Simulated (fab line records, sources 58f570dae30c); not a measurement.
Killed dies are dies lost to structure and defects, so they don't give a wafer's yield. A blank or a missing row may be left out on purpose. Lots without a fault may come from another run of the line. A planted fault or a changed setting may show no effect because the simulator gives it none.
Tool commonality check | flow berkeley_cmos170 | 14 lots, 48 wafers sampled

WHY IT WAS OPENED
At UCB170_SDANNEAL_RS_MEAS_02 the reading PSD_RS is flagged on 2 of 14 lots. Wafers without a fault read 75.6 ohm/sq, standard deviation 0.32.
Rule: a lot is flagged when every wafer of it that has a number lies more than 4 standard deviations from that mean, or none has a number. The other lots count as sound.

lot  | measured     | on            | PSD_RS (ohm/sq), wafer by wafer | flag
L307 | day 7 22:22  | film_metro-04 | 75.6 75.6 75.5                  |
L310 | day 8 10:14  | film_metro-03 | 75.6 76.0 75.7                  |
L308 | day 8 10:59  | film_metro-04 | 75.8 75.7 75.8                  |
L314 | day 9 16:40  | film_metro-02 | 65.5 65.5 65.2 65.5 65.3 65.3   | FLAGGED
L317 | day 10 01:59 | film_metro-02 | 75.5 75.6 75.9                  |
L315 | day 10 02:17 | film_metro-04 | 65.2 65.2 65.2 65.3 65.3 65.3   | FLAGGED
L316 | day 10 02:32 | film_metro-02 | 75.5 75.2 75.5                  |
L319 | day 10 11:48 | film_metro-04 | 76.0 76.0 75.8                  |
L321 | day 10 12:20 | film_metro-04 | 75.6 76.0 76.1                  |
L323 | day 11 15:19 | film_metro-02 | 75.8 75.7 76.1                  |
L325 | day 11 15:59 | film_metro-04 | 74.8 74.5 75.3                  |
L327 | day 12 06:28 | film_metro-04 | 76.0 76.1 76.1                  |
L324 | day 12 06:50 | film_metro-03 | 75.8 75.8 75.8                  |
L329 | day 12 07:18 | film_metro-02 | 75.3 75.8 75.5                  |
The numbers of the flagged lots are 65.3 ohm/sq on average: -10.3 ohm/sq against the usual, or -32 standard deviations.

WHICH TOOL RAN EACH LOT
The record holds 2 process steps before the reading, out of a route of 331 steps. In each cell: the tool, then ch and the chambers that the sampled wafers went through, then the start.
lot  | flag    | UCB170_NLDD_STRIP_10                 | UCB170_SDANNEAL_RTA_01
L307 |         | plasma_asher-04 ch 0, day 7 10:10    | rtp_anneal-01 ch 0, day 7 22:19
L310 |         | plasma_asher-04 ch 0,1, day 7 22:52  | rtp_anneal-01 ch 0, day 8 10:10
L308 |         | plasma_asher-04 ch 0,1, day 7 22:19  | rtp_anneal-02 ch 0, day 8 10:56
L314 | FLAGGED | plasma_asher-03 ch 0,1, day 9 02:35  | rtp_anneal-01 ch 0, day 9 16:36
L317 |         | plasma_asher-03 ch 0,1, day 9 10:42  | rtp_anneal-02 ch 0, day 10 01:55
L315 | FLAGGED | plasma_asher-02 ch 0,1, day 9 11:28  | rtp_anneal-01 ch 0, day 10 02:13
L316 |         | plasma_asher-04 ch 0,1, day 9 11:15  | rtp_anneal-02 ch 0, day 10 02:24
L319 |         | plasma_asher-03 ch 0,1, day 10 00:40 | rtp_anneal-02 ch 0, day 10 11:44
L321 |         | plasma_asher-04 ch 0,1, day 10 00:49 | rtp_anneal-02 ch 0, day 10 12:16
L323 |         | plasma_asher-04 ch 0,1, day 11 05:25 | rtp_anneal-02 ch 0, day 11 15:13
L325 |         | plasma_asher-04 ch 0,1, day 11 06:31 | rtp_anneal-02 ch 0, day 11 15:56
L327 |         | plasma_asher-04 ch 0,1, day 11 16:34 | rtp_anneal-02 ch 0, day 12 06:24
L324 |         | plasma_asher-04 ch 0,1, day 11 17:28 | rtp_anneal-02 ch 0, day 12 06:47
L329 |         | plasma_asher-02 ch 0,1, day 11 17:45 | rtp_anneal-02 ch 0, day 12 07:14
What these steps do:
- UCB170_NLDD_STRIP_10: strips in O2.
- UCB170_SDANNEAL_RTA_01: time 5 s.
- UCB170_SDANNEAL_RS_MEAS_02: measures by four-point-probe.

FLAGGED OVER TOTAL, TOOL BY TOOL (the gauges that took the reading come last)
step                       | tool            | lots run | flagged | share of the flagged lots | sound lots run after its first flagged lot
UCB170_NLDD_STRIP_10       | plasma_asher-02 | 2        | 1       | some                      | 1 (L329)
UCB170_NLDD_STRIP_10       | plasma_asher-03 | 3        | 1       | some                      | 2 (L317,L319)
UCB170_NLDD_STRIP_10       | plasma_asher-04 | 9        | 0       | none                      | -
UCB170_SDANNEAL_RTA_01     | rtp_anneal-01   | 4        | 2       | all                       | 0
UCB170_SDANNEAL_RTA_01     | rtp_anneal-02   | 10       | 0       | none                      | -
UCB170_SDANNEAL_RS_MEAS_02 | film_metro-02   | 5        | 1       | some                      | 4 (L317,L316,L323,L329)
UCB170_SDANNEAL_RS_MEAS_02 | film_metro-03   | 2        | 0       | none                      | -
UCB170_SDANNEAL_RS_MEAS_02 | film_metro-04   | 7        | 1       | some                      | 4 (L319,L321,L325,L327)

WHAT THE TABLE ALLOWS
1 row of the table ran every flagged lot: rtp_anneal-01 at UCB170_SDANNEAL_RTA_01.
- rtp_anneal-01 at UCB170_SDANNEAL_RTA_01: 2 of its 4 lots flagged. Its last sound lot is L310 (day 8 10:10), its first flagged lot L314 (day 9 16:36): a fault that began between those two fits. Its own readings lie more than 4 standard deviations out on every wafer of the flagged lots: lamp_power_pct, wafer_temp_C_max.
One tool is left: rtp_anneal-01 at UCB170_SDANNEAL_RTA_01.

WHAT THE SIMULATOR HAD PUT IN
Process parameter drift: rtp_anneal-01, from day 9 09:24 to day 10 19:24, at UCB170_SDANNEAL_RTA_01. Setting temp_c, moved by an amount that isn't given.
Lots struck among those shown: L314, L315. The rule above found the same.
